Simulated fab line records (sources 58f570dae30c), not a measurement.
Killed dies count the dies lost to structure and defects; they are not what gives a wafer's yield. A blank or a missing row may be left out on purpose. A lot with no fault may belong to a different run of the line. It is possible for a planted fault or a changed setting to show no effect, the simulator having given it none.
Comparing a struck lot with a sound one -- flow berkeleyCmos170 -- 21 steps out of a route of 331
Sound: these wafers, L513.3, L513.4, L513.6. The struck wafers were L521.4, L521.5, L521.6. The cause is named last.
Each step with rows lists, per side, the tool, then ch with its chambers, then its first start. Under that, the readings that differ: sound wafers -- struck wafers -- difference of the means -- sigmas: that difference in standard deviations of wafers without a fault.
alike: readings with means less than 2 such deviations apart, plus words and numbers identical on both sides. not compared: withheld readings, readings lacking a value on some wafer, bounds such as >300 that could conceal the same value, and numbers that have no deviation in the record and whose values overlap.
A row with sigmas, a row that says differs or no value, or rows on one side alone: a step with any of these is where the two part. When numbers do not overlap yet have no deviation, they are printed without sigmas and do not part them. A reading missing from all wafers of one side parts the sides only when that side holds two or more wafers.

first, 1 step without rows for these wafers: UCB170_FIELD_WET_ETCH_06 (etches SiO2 in BOE, time 22 s).
UCB170_FIELD_THK_MEAS_90:
  sound on filmMetro-01, day 6 12:59; struck on filmMetro-04, day 8 02:01
  alike: FIELD_OXIDE_LEFT_1_THK
then, 2 steps without rows for these wafers: UCB170_SACOX_CLEAN_00 (cleans in dHF, time 7.5 s); UCB170_SACOX_OXIDATION_01 (target thk 14.4 nm, ox time 2400 s).
UCB170_SACOX_THK_MEAS_02:
  sound on filmMetro-04, day 6 22:58; struck on filmMetro-01, day 8 06:51
  alike: SACOX_OXIDE_THK
then, 2 steps without rows for these wafers: UCB170_SCREENOX_WET_ETCH_00 (etches SiO2 in dHF, time 200 s); UCB170_SCREENOX_OXIDATION_01 (target thk 14.4 nm, ox time 2400 s).
UCB170_SCREENOX_THK_MEAS_02:
  sound on filmMetro-03, day 7 06:43; struck on filmMetro-04, day 8 12:46
  alike: SCREENOX_OXIDE_THK
then, 4 steps without rows for these wafers: UCB170_SCREENOX_ANNEAL_03 (time 900 s); UCB170_NVT_HMDS_00 (prime time 60 s); UCB170_NVT_COAT_01 (resist thk 900 nm); UCB170_NVT_SOFTBAKE_02 (time 60 s).
UCB170_NVT_EXPOSE_03: exposes mask PWELL, target cd 3000 nm.
  sound on krfScanner-02 ch 0, day 7 12:48; struck on krfScanner-01 ch 0, day 8 18:58
reading,sound,struck,difference,sigmas
mask,PWELL#0 PWELL#0 PWELL#0,PFIELD#0 PFIELD#0 PFIELD#0,differs,
  alike: focusOffsetNm, stageVelMmS
then, 2 steps without rows for these wafers: UCB170_NVT_PEB_04; UCB170_NVT_DEVELOP_05 (develop time 45 s).
UCB170_NVT_OVL_MEAS_06:
  sound on overlay-01, day 7 13:23; struck on overlay-02, day 8 20:00
reading,sound,struck,difference,sigmas
NVT_OVL (nm),-2 -6 -5,- - -,no value on the struck wafers,
following that, these wafers have no rows for 1 step: UCB170_NVT_IMPLANT_07.
UCB170_NVT_STRIP_08: strips in O2.
  sound on plasmaAsher-03 ch 0,1, day 7 13:35; struck on plasmaAsher-01 ch 0,1, day 8 20:12
  alike: drypumpMotorCurrentA, oesProductAu, stripTimeToEndpointS
  not compared: rfHoursCounterH
UCB170_NVT_TW_MEAS_09:
  sound on filmMetro-03, day 7 13:40; struck on filmMetro-01, day 8 20:17
reading,sound,struck,difference,sigmas
NVT_TW,527 530 525,29 30 30,-498,-96
then, 1 step without rows for these wafers: UCB170_NVT_CLEAN_10 (cleans in SPM, time 600 s).
-- the record jumps here: 2 days lie between the struck wafers' starts before and after (it left off in module NVT and takes up again in module M3, whose first step shown is number 331 of the route) --
UCB170_M3_PROBE_99:
  the record has rows for the struck wafers here (prober-02, day 11 02:35) and none for the sound ones

## WHERE THEY PART
Earliest at UCB170_NVT_EXPOSE_03; latest, in this record, at UCB170_M3_PROBE_99.

WHY: whatever the simulator had introduced
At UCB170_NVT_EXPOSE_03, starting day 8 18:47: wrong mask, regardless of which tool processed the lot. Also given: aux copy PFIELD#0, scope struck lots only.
